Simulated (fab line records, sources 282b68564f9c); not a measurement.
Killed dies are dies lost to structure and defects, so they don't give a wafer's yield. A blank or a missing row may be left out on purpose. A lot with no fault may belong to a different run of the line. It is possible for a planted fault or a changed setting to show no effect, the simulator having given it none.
The same fault as seen by 2 desks    flow rit cmos    only its own numbers are on each desk; what lay behind them is given at the end

FROM THE METROLOGY DESK
What the gauges read for every lot (on any tool): the sampled wafers with a number, averaged. If a lot's mean is further than 4 standard deviations from the usual mean, the lot is out of limits and carries the mark OUT (the distance appears in the brackets).
Columns: A = NSD_TW at RIT_NSD_TW_MEAS_10, usual 3147; B = NSD_RS at RIT_SDANNEAL_RS_MEAS_05, usual 84.54 ohm/sq
lot   first seen here  A                B
L756  day 3 01:45      3184             84.79
L757  day 3 11:35      3130             84.81
L758  day 3 14:08      3134             84.64
L760  day 4 01:03      3133             84.38
L761  day 4 10:23      3127             84.64
L762  day 4 12:33      3140             84.22
L765  day 5 03:13      3112             84.23
L766  day 5 06:05      3211             84.75
L767  day 5 13:56      3122             84.33
L769  day 6 06:37      3150             84.58
L770  day 6 07:16      3182             84.95
L775  day 8 01:49      3186             84.88
L777  day 8 06:45      2954 (-5.5) OUT  86.41 (+6.7) OUT
L778  day 8 16:30      2957 (-5.4) OUT  86.51 (+7.0) OUT
Per this desk, out of limits: L777, L778; the first was L777, day 8 06:45 (NSD_TW at RIT_NSD_TW_MEAS_10). Within limits: L756, L757, L758, L760, L761, L762, L765, L766, L767, L769, L770, L775.

THE TOOL OWNER'S DESK: implanter-02
RIT_NSD_IMPLANT_08, tool's own readings: per-lot mean of the sampled wafers with a number, covering each lot this tool ran. If a lot's mean is further than 4 standard deviations from the usual mean, the lot is out of limits and carries the mark OUT (the distance appears in the brackets).
Columns: A = beam energy keV at RIT_NSD_IMPLANT_08, usual 25.001
lot   first seen here  A
L758  day 3 13:49      24.998
L766  day 5 05:47      25.006
L767  day 5 13:38      24.994
L777  day 8 06:28      20.494 (-99 or more) OUT
L778  day 8 16:10      20.491 (-99 or more) OUT
This desk finds L777, L778 out of limits, L777 being first, at day 8 06:28 (beam energy keV at RIT_NSD_IMPLANT_08). Within limits: L758, L766, L767.

ALL TOGETHER
The tool owner's desk could have raised an alarm at day 8 06:28, on L777, L778.
At day 8 06:45 the metrology desk could have sounded an alarm, on L777, L778.
Every lot named ran RIT_NSD_IMPLANT_08 on implanter-02.

WHAT WAS PUT IN BY THE SIMULATOR
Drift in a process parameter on implanter-02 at RIT_NSD_IMPLANT_08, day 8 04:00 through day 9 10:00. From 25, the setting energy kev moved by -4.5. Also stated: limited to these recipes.
Shown lots that were struck: L777, L778.
Hours from the fault's start to each desk's first reading out of limits: the tool owner's desk, 2; the metrology desk, 3.
